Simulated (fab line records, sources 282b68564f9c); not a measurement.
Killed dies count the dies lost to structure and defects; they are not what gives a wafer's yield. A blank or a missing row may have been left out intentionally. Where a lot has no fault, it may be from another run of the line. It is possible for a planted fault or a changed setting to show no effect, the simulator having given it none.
Comparing a struck lot with a sound one	flow rit cmos	26 steps out of a route of 202
Sound: these wafers, L639.2, L639.3, L639.4. The struck wafers were L630.4, L630.5, L630.6. The cause comes at the end.
Each step with rows lists, per side, the tool, then ch with its chambers, then its first start. Under that, the readings that differ: sound wafers	struck wafers	difference of the means	sigmas: that difference in standard deviations of wafers without a fault.
alike: words and numbers the same on both sides, and readings whose means are apart by under 2 such deviations; not compared: readings that were withheld, readings missing a value for some wafer, numbers with overlapping values and no deviation given by the record, and bounds like >300 which may hide the same value.
Wherever a step has rows on one side only, a row that says differs or no value, or a row with sigmas, the two part there. Non-overlapping numbers with no deviation appear without sigmas and do not part them. A reading that every wafer of one side lacks parts them only if that side has two wafers or more.

first, 2 steps without rows for these wafers: RIT_REOX_CLEAN_02 (cleans in SC2, time 600 s); RIT_REOX_OXIDATION_03 (target thk 25.2 nm, ox time 5580 s).
RIT_REOX_THK_MEAS_04:
  sound on film metro-04, day 6 02:41; struck on film metro-04, day 4 02:52
  alike: REOX_OXIDE_THK
then, 2 steps without rows for these wafers: RIT_NLDD_HMDS_00 (prime time 60 s); RIT_NLDD_COAT_01 (resist thk 1000 nm).
RIT_NLDD_SOFTBAKE_02: time 62.75 s.
  sound on litho track-04 ch 0, day 6 03:04; struck on litho track-04 ch 0, day 4 03:16
  alike: plate sensor t centre C, plate sensor t edge C
then, 3 steps without rows for these wafers: RIT_NLDD_EXPOSE_03 (exposes mask M7, target cd 40700 nm); RIT_NLDD_PEB_04; RIT_NLDD_DEVELOP_05 (develop time 50 s).
RIT_NLDD_OVL_MEAS_06:
  sound on overlay-01, day 6 03:35; struck on overlay-01, day 4 03:46
  alike: NLDD_OVL
then, 2 steps without rows for these wafers: RIT_NLDD_HARDBAKE_07 (time 60 s); RIT_NLDD_IMPLANT_08.
RIT_NLDD_STRIP_09: strips in O2, time 180 s.
  sound on plasma asher-04 ch 0,1, day 6 03:55; struck on plasma asher-03 ch 0,1, day 4 04:08
  no value came back on the struck wafers for chamber pressure mTorr (mTorr), drypump motor current A (A); on the sound wafers chamber pressure mTorr (mTorr) reads 4000 4001 3998
reading	sound	struck	difference	sigmas
model.NOVOLAK_of_NLDD_COAT_01.thk nm (nm)	0 0 0	880.6 885.1 888	+884.6	
  not compared: rf hours counter h
RIT_NLDD_TW_MEAS_10:
  sound on film metro-02, day 6 04:07; struck on film metro-03, day 4 04:17
  alike: NLDD_TW
then, 6 steps without rows for these wafers: RIT_PLDD_HMDS_00 (prime time 60 s); RIT_PLDD_COAT_01 (resist thk 1000 nm); RIT_PLDD_SOFTBAKE_02 (time 60 s); RIT_PLDD_EXPOSE_03 (exposes mask M8, target cd 40900 nm); RIT_PLDD_PEB_04; RIT_PLDD_DEVELOP_05 (develop time 50 s).
RIT_PLDD_OVL_MEAS_06:
  sound on overlay-01, day 6 05:08; struck on overlay-02, day 4 05:19
  alike: PLDD_OVL
then, 2 steps without rows for these wafers: RIT_PLDD_HARDBAKE_07 (time 60 s); RIT_PLDD_IMPLANT_08.
RIT_PLDD_STRIP_09: strips in O2, time 180 s.
  sound on plasma asher-01 ch 0,1, day 6 05:28; struck on plasma asher-02 ch 0,1, day 4 05:41
  alike: chamber pressure mTorr, drypump motor current A
  not compared: rf hours counter h
RIT_PLDD_TW_MEAS_10:
  sound on film metro-04, day 6 05:39; struck on film metro-04, day 4 05:50
reading	sound	struck	difference	sigmas
PLDD_TW	2399 2400 2388	31 31 31	-2365	-99 or more
then, 1 step without rows for these wafers: RIT_SPACER_CLEAN_00 (cleans in SC1, time 600 s).

WHERE THEY PART
At RIT_NLDD_STRIP_09 first; at RIT_PLDD_TW_MEAS_10 last (within this record only).

WHY: the cause the simulator had injected
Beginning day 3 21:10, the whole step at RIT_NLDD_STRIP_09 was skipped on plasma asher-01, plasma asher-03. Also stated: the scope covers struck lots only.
